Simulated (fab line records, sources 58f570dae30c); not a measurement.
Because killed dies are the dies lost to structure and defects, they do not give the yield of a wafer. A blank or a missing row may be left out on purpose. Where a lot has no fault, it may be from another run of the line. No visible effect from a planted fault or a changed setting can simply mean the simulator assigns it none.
fab line records + flow berkeley-cmos170
record
- lots=12
- wafers=35
- last-day=14
route steps=331 shown V1@257 M3@325
lots untouched by any fault: they come from a run of this same line in which no faults occurred
start-h: start of the lot's first displayed wafer, in hours after the record's first day + wait-h: hours since the lot's step before + " unchanged from the row above + L1.1+2: a single row standing in for several wafers + - no value present, or no start provided + * or withheld: withheld + < > ~ a bound
route shown NAME@n: names a module that has steps shown in the file, with the first one's number in the route + usual: the fault-free wafers' mean and standard deviation + same: alike in all rows + chamber/n: place in a boat + sites: readings site by site + _std_site: the values' standard deviation + _edge_site: mean of outer sites minus mean of inner sites + radius-mm: for every site, how far away it sits from the centre of the wafer + mask NAME#n: copy n + behind: the tool/chamber that last shaped the wafer + hold: cause of the lot's hold/its duration in hours/its outcome + device: transistor that didn't switch, given as n, p or np + end of line: the same wafers' tests at the end of the route + step lacking rows: just its recipe + killed: dies lost to structure and defects at the first sort, not the wafer's yield + map: a wafer's dies, x killed, . not, _ none there
set.NAME: the setting the step ran with; set.NAME@STEP: the setting that earlier step ran with + model.NAME: the simulator's own value behind a step, which no gauge read
steps of the route over a sample of lots; a table a step, a row a wafer
services: when a tool's chamber went out of use (start-h, in hours from the record's first day, below 0 if earlier), for how many hours, and the reason
## steps
# step UCB170_V1_BOW_MEAS_03
# recipe
- mode=bow
# usual
- V1_BOW=18/6
| lot.wafer | tool          | chamber | start-h | wait-h | V1_BOW[um] |
|-----------|---------------|---------|---------|--------|------------|
| L388.1    | film-metro-03 | -       | 176.93  | 0.2    | 11         |
| L388.4    | "             | -       | "       | "      | 9          |
| L388.6    | "             | -       | "       | "      | 19         |
| L389.1    | film-metro-04 | -       | 176.93  | 0.2    | 21         |
| L389.3    | "             | -       | "       | "      | 6          |
| L389.6    | "             | -       | "       | "      | 23         |
| L391.3    | film-metro-03 | -       | 198.22  | 0.3    | 18         |
| L391.4    | "             | -       | "       | "      | 18         |
| L391.6    | "             | -       | "       | "      | 18         |
| L390.1    | film-metro-04 | -       | 199.51  | 0.1    | 12         |
| L390.4    | "             | -       | "       | "      | 14         |
| L390.5    | "             | -       | "       | "      | 19         |
| L392.1    | film-metro-03 | -       | 200.94  | 0.2    | 4          |
| L392.2    | "             | -       | "       | "      | 18         |
| L392.6    | "             | -       | "       | "      | 14         |
| L395.3    | film-metro-02 | -       | 208.05  | 0.1    | 18         |
| L395.4    | "             | -       | "       | "      | 23         |
| L395.6    | "             | -       | "       | "      | 16         |
| L404.1    | film-metro-04 | -       | 274.30  | 0.2    | 35         |
| L404.3    | "             | -       | "       | "      | 23         |
| L404.4    | "             | -       | "       | "      | 23         |
| L402.3    | film-metro-02 | -       | 275.67  | 0.2    | 23         |
| L402.6    | "             | -       | "       | "      | 22         |
| L409.2    | film-metro-03 | -       | 308.78  | 0.1    | 27         |
| L409.5    | "             | -       | "       | "      | 18         |
| L409.6    | "             | -       | "       | "      | 15         |
| L407.2    | film-metro-04 | -       | 316.88  | 0.1    | 12         |
| L407.3    | "             | -       | "       | "      | 18         |
| L407.5    | "             | -       | "       | "      | 3          |
| L406.2    | film-metro-03 | -       | 317.18  | 0.1    | 23         |
| L406.4    | "             | -       | "       | "      | 20         |
| L406.6    | "             | -       | "       | "      | 20         |
| L408.2    | film-metro-04 | -       | 318.22  | 0.1    | 23         |
| L408.4    | "             | -       | "       | "      | 16         |
| L408.5    | "             | -       | "       | "      | 23         |
# step UCB170_V1_EXPOSE_09
# recipe
- mask-id=VIA1
- target-cd-nm=700
- na=0.5
- sigma-outer=0.6
- source-shape=conventional
- dose-mj=37
# usual
- exposure-dose-mJ-cm2=37.00/0.041
| lot.wafer | tool           | chamber | start-h | wait-h | mask   | exposure-dose-mJ-cm2 |
|-----------|----------------|---------|---------|--------|--------|----------------------|
| L389.1    | krf-scanner-02 | 0       | 179.09  | 0.2    | VIA1#0 | 36.98                |
| L389.3    | "              | 0       | "       | "      | VIA1#0 | 36.95                |
| L389.6    | "              | 0       | "       | "      | VIA1#0 | 36.95                |
| L388.1    | krf-scanner-02 | 0       | 179.21  | 0.4    | VIA1#0 | 37.01                |
| L388.4    | "              | 0       | "       | "      | VIA1#0 | 37.02                |
| L388.6    | "              | 0       | "       | "      | VIA1#0 | 37.10                |
| L391.3    | krf-scanner-02 | 0       | 200.19  | 0.1    | VIA1#0 | 37.00                |
| L391.4    | "              | 0       | "       | "      | VIA1#0 | 36.95                |
| L391.6    | "              | 0       | "       | "      | VIA1#0 | 37.06                |
| L390.1    | krf-scanner-01 | 0       | 200.65  | 0.2    | VIA1#0 | 36.98                |
| L390.4    | "              | 0       | "       | "      | VIA1#0 | 37.03                |
| L390.5    | "              | 0       | "       | "      | VIA1#0 | 37.04                |
| L392.1    | krf-scanner-01 | 0       | 202.83  | 0.1    | VIA1#0 | 37.01                |
| L392.2    | "              | 0       | "       | "      | VIA1#0 | 36.98                |
| L392.6    | "              | 0       | "       | "      | VIA1#0 | 36.97                |
| L395.3    | krf-scanner-02 | 0       | 209.23  | 0.2    | VIA1#0 | 37.01                |
| L395.4    | "              | 0       | "       | "      | VIA1#0 | 36.98                |
| L395.6    | "              | 0       | "       | "      | VIA1#0 | 37.00                |
| L404.1    | krf-scanner-01 | 0       | 275.48  | 0.2    | VIA1#0 | 36.95                |
| L404.3    | "              | 0       | "       | "      | VIA1#0 | 36.98                |
| L404.4    | "              | 0       | "       | "      | VIA1#0 | 37.03                |
| L402.3    | krf-scanner-02 | 0       | 276.60  | 0.2    | VIA1#0 | 36.21                |
| L402.6    | "              | 0       | "       | "      | VIA1#0 | 36.19                |
| L409.2    | krf-scanner-01 | 0       | 309.99  | 0.2    | VIA1#0 | 36.88                |
| L409.5    | "              | 0       | "       | "      | VIA1#0 | 37.02                |
| L409.6    | "              | 0       | "       | "      | VIA1#0 | 36.97                |
| L407.2    | krf-scanner-01 | 0       | 318.75  | 0.2    | VIA1#0 | 37.01                |
| L407.3    | "              | 0       | "       | "      | VIA1#0 | 36.98                |
| L407.5    | "              | 0       | "       | "      | VIA1#0 | 37.04                |
| L406.2    | krf-scanner-01 | 0       | 319.89  | 1.3    | VIA1#0 | 36.95                |
| L406.4    | "              | 0       | "       | "      | VIA1#0 | 37.02                |
| L406.6    | "              | 0       | "       | "      | VIA1#0 | 37.00                |
| L408.2    | krf-scanner-01 | 0       | 320.00  | 0.5    | VIA1#0 | 37.01                |
| L408.4    | "              | 0       | "       | "      | VIA1#0 | 36.95                |
| L408.5    | "              | 0       | "       | "      | VIA1#0 | 36.98                |
# step UCB170_V1_CD_MEAS_12
# recipe
- target-cd-nm=700
# usual
- cd-nm=699.8/1.3
| lot.wafer | tool      | chamber | start-h | wait-h | hold                     | cd-nm |
|-----------|-----------|---------|---------|--------|--------------------------|-------|
| L389.1    | cd-sem-01 | -       | 179.52  | -      | -                        | 699.6 |
| L389.3    | "         | -       | "       | "      | -                        | 698.9 |
| L389.6    | "         | -       | "       | "      | -                        | 698.8 |
| L388.1    | cd-sem-02 | -       | 179.64  | -      | -                        | 697.6 |
| L388.4    | "         | -       | "       | "      | -                        | 697.1 |
| L388.6    | "         | -       | "       | "      | -                        | 697.9 |
| L391.3    | cd-sem-02 | -       | 200.58  | -      | -                        | 699.4 |
| L391.4    | "         | -       | "       | "      | -                        | 698.8 |
| L391.6    | "         | -       | "       | "      | -                        | 697.9 |
| L390.1    | cd-sem-02 | -       | 201.05  | -      | -                        | 701.9 |
| L390.4    | "         | -       | "       | "      | -                        | 702.7 |
| L390.5    | "         | -       | "       | "      | -                        | 702.0 |
| L392.1    | cd-sem-01 | -       | 203.22  | -      | -                        | 697.0 |
| L392.2    | "         | -       | "       | "      | -                        | 699.4 |
| L392.6    | "         | -       | "       | "      | -                        | 698.2 |
| L395.3    | cd-sem-02 | -       | 209.63  | -      | -                        | 701.3 |
| L395.4    | "         | -       | "       | "      | -                        | 701.8 |
| L395.6    | "         | -       | "       | "      | -                        | 700.6 |
| L404.1    | cd-sem-02 | -       | 275.87  | -      | -                        | 699.0 |
| L404.3    | "         | -       | "       | "      | -                        | 699.1 |
| L404.4    | "         | -       | "       | "      | -                        | 699.7 |
| L402.3    | cd-sem-02 | -       | 276.99  | -      | await-dispo/0.2h/release | 705.8 |
| L402.6    | "         | -       | "       | "      | await-dispo/0.2h/release | 704.2 |
| L402.3    | cd-sem-02 | -       | 277.28  | 0.3    | -                        | 705.6 |
| L402.6    | "         | -       | "       | "      | -                        | 704.2 |
| L409.2    | cd-sem-02 | -       | 310.42  | -      | -                        | 699.6 |
| L409.5    | "         | -       | "       | "      | -                        | 699.1 |
| L409.6    | "         | -       | "       | "      | -                        | 699.4 |
| L407.2    | cd-sem-02 | -       | 319.63  | -      | -                        | 698.2 |
| L407.3    | "         | -       | "       | "      | -                        | 699.2 |
| L407.5    | "         | -       | "       | "      | -                        | 698.5 |
| L406.2    | cd-sem-02 | -       | 321.21  | -      | -                        | 699.3 |
| L406.4    | "         | -       | "       | "      | -                        | 699.3 |
| L406.6    | "         | -       | "       | "      | -                        | 700.7 |
| L408.2    | cd-sem-01 | -       | 321.25  | -      | -                        | 699.4 |
| L408.4    | "         | -       | "       | "      | -                        | 700.7 |
| L408.5    | "         | -       | "       | "      | -                        | 700.6 |
# step UCB170_M3_OVL_MEAS_16
# usual
- M3_OVL=-1/5.1
| lot.wafer | tool       | chamber | start-h | wait-h | M3_OVL[nm] |
|-----------|------------|---------|---------|--------|------------|
| L389.1    | overlay-02 | -       | 188.41  | 0.1    | -6         |
| L389.3    | "          | -       | "       | "      | -14        |
| L389.6    | "          | -       | "       | "      | -5         |
| L388.1    | overlay-01 | -       | 188.52  | 0.1    | -10        |
| L388.4    | "          | -       | "       | "      | -7         |
| L388.6    | "          | -       | "       | "      | -6         |
| L391.3    | overlay-02 | -       | 209.06  | 0.1    | 3          |
| L391.4    | "          | -       | "       | "      | 1          |
| L391.6    | "          | -       | "       | "      | 4          |
| L390.1    | overlay-02 | -       | 209.21  | 0.1    | -5         |
| L390.4    | "          | -       | "       | "      | -3         |
| L390.5    | "          | -       | "       | "      | 5          |
| L392.1    | overlay-02 | -       | 211.19  | 0.1    | 1          |
| L392.2    | "          | -       | "       | "      | 4          |
| L392.6    | "          | -       | "       | "      | -2         |
| L395.3    | overlay-01 | -       | 217.93  | 0.1    | 1          |
| L395.4    | "          | -       | "       | "      | 5          |
| L395.6    | "          | -       | "       | "      | 4          |
| L404.1    | overlay-01 | -       | 283.76  | 0.1    | 3          |
| L404.3    | "          | -       | "       | "      | 2          |
| L404.4    | "          | -       | "       | "      | 0          |
| L402.3    | overlay-01 | -       | 290.28  | 0.1    | 0          |
| L402.6    | "          | -       | "       | "      | -2         |
| L409.2    | overlay-01 | -       | 320.00  | 0.1    | -10        |
| L409.5    | "          | -       | "       | "      | 0          |
| L409.6    | "          | -       | "       | "      | -7         |
| L407.2    | overlay-01 | -       | 330.64  | 0.1    | -3         |
| L407.3    | "          | -       | "       | "      | -5         |
| L407.5    | "          | -       | "       | "      | -3         |
| L406.2    | overlay-01 | -       | 331.14  | 0.1    | 4          |
| L406.4    | "          | -       | "       | "      | 1          |
| L406.6    | "          | -       | "       | "      | 7          |
| L408.2    | overlay-01 | -       | 331.82  | 0.1    | -4         |
| L408.4    | "          | -       | "       | "      | -6         |
| L408.5    | "          | -       | "       | "      | -14        |
# step UCB170_M3_ETCH_17
# recipe
- chemistry=N2/H2
- target-depth-a=withheld
- overetch-a=withheld
- target=BARC
- time-s=withheld
- source-w=500
- bias-w=100
- pressure-mtorr=30
- n2-flow-sccm=100
- h2-flow-sccm=200
# usual
- drypump-motor-current-A=5.6/0.46
- oes-product-au=0.995/0.021
- throttle-valve-pct=13.35/0.16
| lot.wafer | tool        | chamber | start-h | wait-h | drypump-motor-current-A | oes-product-au | throttle-valve-pct |
|-----------|-------------|---------|---------|--------|-------------------------|----------------|--------------------|
| L389.1    | rie-diel-01 | 0       | 188.44  | 0.0    | 5.4                     | 0.982          | 13.33              |
| L389.3    | "           | 3       | "       | "      | 6.2                     | 0.977          | 13.01              |
| L389.6    | "           | 1       | "       | "      | 5.1                     | 1.007          | 13.35              |
| L388.1    | rie-diel-03 | 0       | 188.56  | 0.0    | 6.2                     | 0.981          | 13.13              |
| L388.4    | "           | 0       | "       | "      | 6.2                     | 0.984          | 13.15              |
| L388.6    | "           | 3       | "       | "      | 5.0                     | 0.973          | 13.61              |
| L391.3    | rie-diel-03 | 2       | 209.08  | 0.0    | 5.3                     | 1.015          | 13.28              |
| L391.4    | "           | 1       | "       | "      | 5.7                     | 0.999          | 13.41              |
| L391.6    | "           | 2       | "       | "      | 5.3                     | 1.008          | 13.27              |
| L390.1    | rie-diel-04 | 2       | 209.25  | 0.0    | 4.9                     | 1.012          | 13.50              |
| L390.4    | "           | 1       | "       | "      | 6.0                     | 1.015          | 13.44              |
| L390.5    | "           | 0       | "       | "      | 6.0                     | 1.039          | 13.27              |
| L392.1    | rie-diel-01 | 1       | 211.23  | 0.0    | 5.1                     | 1.011          | 13.36              |
| L392.2    | "           | 3       | "       | "      | 6.2                     | 0.978          | 13.01              |
| L392.6    | "           | 1       | "       | "      | 5.1                     | 1.001          | 13.34              |
| L395.3    | rie-diel-04 | 1       | 217.96  | 0.0    | 6.0                     | 1.023          | 13.44              |
| L395.4    | "           | 2       | "       | "      | 4.9                     | 1.006          | 13.49              |
| L395.6    | "           | 0       | "       | "      | 6.0                     | 1.025          | 13.26              |
| L404.1    | rie-diel-03 | 3       | 283.80  | 0.0    | 5.0                     | 0.987          | 13.63              |
| L404.3    | "           | 2       | "       | "      | 5.4                     | 1.004          | 13.28              |
| L404.4    | "           | 0       | "       | "      | 6.2                     | 0.983          | 13.14              |
| L402.3    | rie-diel-03 | 2       | 290.30  | 0.0    | 5.4                     | 1.005          | 13.28              |
| L402.6    | "           | 0       | "       | "      | 6.2                     | 0.979          | 13.13              |
| L409.2    | rie-diel-04 | 0       | 320.03  | 0.0    | 6.0                     | 1.039          | 13.26              |
| L409.5    | "           | 1       | "       | "      | 6.0                     | 1.022          | 13.45              |
| L409.6    | "           | 2       | "       | "      | 5.0                     | 1.007          | 13.50              |
| L407.2    | rie-diel-04 | 2       | 330.67  | 0.0    | 4.9                     | 1.014          | 13.48              |
| L407.3    | "           | 0       | "       | "      | 6.0                     | 1.032          | 13.25              |
| L407.5    | "           | 0       | "       | "      | 6.0                     | 1.035          | 13.26              |
| L406.2    | rie-diel-03 | 0       | 331.17  | 0.0    | 6.2                     | 0.979          | 13.14              |
| L406.4    | "           | 1       | "       | "      | 5.7                     | 0.993          | 13.42              |
| L406.6    | "           | 0       | "       | "      | 6.2                     | 0.980          | 13.13              |
| L408.2    | rie-diel-01 | 0       | 331.85  | 0.0    | 5.4                     | 0.971          | 13.34              |
| L408.4    | "           | 3       | "       | "      | 6.2                     | 0.976          | 13.02              |
| L408.5    | "           | 0       | "       | "      | 5.4                     | 0.971          | 13.33              |
## services
| tool           | chamber | start-h | hours | kind           |
|----------------|---------|---------|-------|----------------|
| krf-scanner-01 | -       | 159.19  | 36.0  | pm             |
| rie-diel-01    | 1       | 168.77  | 2.2   | repair         |
| rie-diel-03    | 1       | 176.25  | 13.1  | repair         |
| rie-diel-04    | -       | 193.65  | 14.6  | pm             |
| krf-scanner-01 | -       | 195.19  | 1.0   | pm             |
| rie-diel-01    | 2       | 209.79  | -     | clean          |
| rie-diel-01    | 2       | 209.79  | 11.9  | scheduled-down |
| rie-diel-01    | 2       | 209.79  | 11.9  | vent-cycle     |
| krf-scanner-01 | -       | 212.84  | 4.0   | pm             |
| rie-diel-04    | -       | 216.55  | 0.1   | repair         |
| rie-diel-03    | 0       | 221.06  | 7.9   | repair         |
| krf-scanner-02 | -       | 234.60  | 1.7   | repair         |
| krf-scanner-01 | -       | 247.70  | 0.6   | repair         |
| krf-scanner-02 | -       | 261.30  | 0.8   | pm             |
| krf-scanner-02 | -       | 264.77  | 4.1   | repair         |
| krf-scanner-01 | -       | 268.96  | 0.8   | pm             |
| rie-diel-01    | 3       | 278.20  | 22.2  | repair         |
| krf-scanner-01 | -       | 282.66  | 1.3   | pm             |
| krf-scanner-02 | -       | 300.69  | 1.3   | pm             |
| rie-diel-03    | -       | 311.56  | 0.1   | repair         |
| krf-scanner-02 | -       | 314.78  | 1.0   | pm             |
| krf-scanner-02 | -       | 319.04  | 4.4   | pm             |
## key
first-sign
- step=UCB170_V1_EXPOSE_09
- reading=exposure-dose-mJ-cm2
- direction=down
- sigmas=19
- usual=37.00
- struck=36.20
effect
- step=UCB170_V1_CD_MEAS_12
- reading=visit
- direction=added
- through=control-loop
met-at UCB170_V1_EXPOSE_09
struck-lots L402
sort-left-out L402.3,L402.6
loop-trim
- step=UCB170_V1_EXPOSE_09
- setting=dose
- lots=L402
not-acting-at UCB170_V1_BOW_MEAS_03,UCB170_M3_OVL_MEAS_16,UCB170_M3_ETCH_17
onset-between 209.23 276.60
fault
- kind=process-parameter-drift
- tool=krf-scanner-02
- chamber=-
- onset-h=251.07
- steps=UCB170_V1_EXPOSE_09
- channel=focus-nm
- offset=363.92
- spread-by-wafer=0.3
- shape=step
- end-h=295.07
# sort-left-out: the simulated sort isn't trusted on such a fault, so these wafers' sort isn't shown, and their yield isn't known
# loop-trim: a control loop set the setting to another value than it would have without faults
